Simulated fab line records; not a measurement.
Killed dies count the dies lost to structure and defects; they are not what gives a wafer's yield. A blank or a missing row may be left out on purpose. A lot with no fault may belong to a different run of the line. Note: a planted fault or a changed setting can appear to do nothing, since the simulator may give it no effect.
Split-lot trial + flow berkeley cmos170 + route with 331 steps; 5 lots, 23 wafers read

## ON THE SPLIT
At UCB170_V1_ETCH_14 (etches SiO2 in CHF3/CF4/Ar, stops on Al, target depth 1250 nm, time 291 s), the setting time s was moved away from the recipe's 291 s on 7 of the 23 wafers read, by -12.5% to +11.4%. All remaining wafers had this setting at the recipe value.

The split's own step is where the reading is taken.

## THE READING
KrF_of_V1_COAT_07.thk nm (the simulator's own value, which no gauge read), in nm, at UCB170_V1_ETCH_14 (etches SiO2 in CHF3/CF4/Ar, stops on Al, target depth 1250 nm, time 291 s). The file does not state a usual value for it. Here, 16 wafers ran the recipe; their average is 608.6 nm with a standard deviation of 5.1 nm.

| wafer  | tool, chamber at the split | time s as run, s | against the recipe | KrF_of_V1_COAT_07.thk nm, nm | against lot-mates on the recipe |
|--------|----------------------------|------------------|--------------------|------------------------------|---------------------------------|
| L074.2 | rie diel-04, 1             | 324.2            | +11.4%             | 581.3                        | -26.1                           |
| L074.3 | rie diel-04, 0             | 291              | recipe             | 605.2                        | -                               |
| L074.4 | rie diel-04, 2             | 291              | recipe             | 609.6                        | -                               |
| L074.5 | rie diel-04, 3             | 291              | recipe             | 607.4                        | -                               |
| L074.6 | rie diel-04, 2             | 324.2            | +11.4%             | 578.9                        | -28.5                           |
| L079.1 | rie diel-02, 3             | 291              | recipe             | 607.9                        | -                               |
| L079.2 | rie diel-02, 1             | 291              | recipe             | 609.7                        | -                               |
| L079.3 | rie diel-02, 0             | 258.7            | -11.1%             | 638                          | +29.2                           |
| L079.5 | rie diel-02, 0             | 258.7            | -11.1%             | 637.2                        | +28.4                           |
| L079.6 | rie diel-02, 1             | 258.7            | -11.1%             | 641.9                        | +33.1                           |
| L080.1 | rie diel-04, 2             | 291              | recipe             | 605.8                        | -                               |
| L080.5 | rie diel-04, 1             | 291              | recipe             | 606.6                        | -                               |
| L080.6 | rie diel-04, 0             | 291              | recipe             | 598.1                        | -                               |
| L082.1 | rie diel-03, 1             | 291              | recipe             | 597.8                        | -                               |
| L082.2 | rie diel-03, 2             | 254.5            | -12.5%             | 647.9                        | +41.7                           |
| L082.3 | rie diel-03, 3             | 291              | recipe             | 610.8                        | -                               |
| L082.5 | rie diel-03, 2             | 291              | recipe             | 610.1                        | -                               |
| L082.6 | rie diel-03, 3             | 254.5            | -12.5%             | 641.4                        | +35.2                           |
| L084.1 | rie diel-03, 0             | 291              | recipe             | 617.9                        | -                               |
| L084.2 | rie diel-03, 2             | 291              | recipe             | 613.1                        | -                               |
| L084.3 | rie diel-03, 3             | 291              | recipe             | 612.1                        | -                               |
| L084.4 | rie diel-03, 2             | 291              | recipe             | 614.1                        | -                               |
| L084.6 | rie diel-03, 3             | 291              | recipe             | 610.7                        | -                               |

THE FIT
A straight line over all 23 wafers: KrF_of_V1_COAT_07.thk nm changes by -2.7 nm for each +1% of time s; r = -0.97; the points scatter about the line by 4.7 nm.
The same after taking each lot's own level away (the mean of its wafers on the recipe; 23 wafers): -2.72 nm for each +1%; r = -0.98; scatter 3.7 nm.
Per that fit: largest time s move, reading shift of 34 nm.
Measured against the standard deviation above, the lots' own levels, which go from 603.50 to 613.58 nm, span 2.0 times it.
The two slopes are in agreement: the lot-to-lot level therefore moves the slope only a little.
Check: for one of the wafers moved furthest among these (-12.5%), held out of the fit, the line's prediction against its lot-mates is +33.3 nm. It came out at +41.7 nm against them.

## ADDITIONAL SPLITS CARRIED BY THESE WAFERS
These wafers also went through other splits before the reading. Each is held against what the fit with the lots' levels taken away leaves over:
| other split on the same wafers | wafers away from the commonest value | r with KrF_of_V1_COAT_07.thk nm (lot level and that fit taken away) |
|--------------------------------|--------------------------------------|---------------------------------------------------------------------|
| UCB170_M1_METAL_ETCH_12 time s | 11                                   | +0.20                                                               |

## THE WHOLE CHAIN: every reading that the file lists as answering this split, in the file's order
| step               | what it does                                                              | reading                                                                   | change (the file's fit)              | r (the file's) |
|--------------------|---------------------------------------------------------------------------|---------------------------------------------------------------------------|--------------------------------------|----------------|
| UCB170_V1_ETCH_14  | etches SiO2 in CHF3/CF4/Ar, stops on Al, target depth 1250 nm, time 291 s | KrF_of_V1_COAT_07.thk nm (the simulator's own value, which no gauge read) | -2.75 nm for each +1% of the setting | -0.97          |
| UCB170_V1_STRIP_15 | strips in O2                                                              | strip time to endpoint s                                                  | withheld for each +1% of the setting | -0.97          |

## FILE'S OWN FIT
KrF_of_V1_COAT_07.thk nm changes by -2.75 nm for each +1% of time s, r = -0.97.
